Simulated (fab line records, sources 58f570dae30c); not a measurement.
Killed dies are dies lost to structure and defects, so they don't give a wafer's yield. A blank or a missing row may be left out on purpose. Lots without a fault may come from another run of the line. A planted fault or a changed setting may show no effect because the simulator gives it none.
Chamber matching | flow berkeley_cmos170 | UCB170_ZERO_ETCH_06 on rie_diel-04: 4 sister chambers
The step etches SiO2 in CHF3/CF4/Ar, time 12 s. 8 wafers are shown with their chamber, then 8 later ones without.

WAFERS WITH THEIR CHAMBER
wafer  | chamber | drypump_motor_current_A (A) | throttle_valve_pct (%)
L240.5 | 0       | 4.9                         | 9.12
L247.2 | 0       | 4.9                         | 9.14
L248.4 | 2       | 5.7                         | 9.15
L248.6 | 1       | 5.2                         | 9.24
L252.2 | 2       | 5.7                         | 9.15
L252.4 | 1       | 5.1                         | 9.24
L252.5 | 3       | 5.2                         | 9.38
L255.3 | 3       | 5.2                         | 9.39

WAFERS WITHOUT THEIR CHAMBER
wafer  | drypump_motor_current_A (A) | throttle_valve_pct (%)
L255.5 | 5.1                         | 9.25
L255.6 | 4.9                         | 9.13
L256.3 | 5.7                         | 9.12
L256.4 | 5.2                         | 9.23
L256.6 | 5.7                         | 9.13
L261.2 | 5.2                         | 9.24
L261.3 | 4.9                         | 9.12
L261.5 | 5.2                         | 9.24

WHICH CHAMBER EACH WENT THROUGH
wafer  | from the rows above | in truth
L255.5 | 1                   | 1
L255.6 | 0                   | 0
L256.3 | 2                   | 2
L256.4 | 1                   | 1
L256.6 | 2                   | 2
L261.2 | 1                   | 1
L261.3 | 0                   | 0
L261.5 | 1                   | 1
Placed correctly: 8 of 8. Can't be placed from these rows: 0. Placed wrongly: 0.
How it was worked out, from the rows above alone: a wafer's distance from a chamber is the root of the sum, over the readings, of the square of ((its reading less the chamber's mean) divided by the reading's scatter). The wafer belongs to the nearest chamber; if the next one is less than 2 further off, it can't be placed. A chamber's mean is the mean of its shown wafers. The scatter: the root of (the sum of the squares of (reading less its chamber's mean) over the shown wafers, divided by (wafers less chambers)).
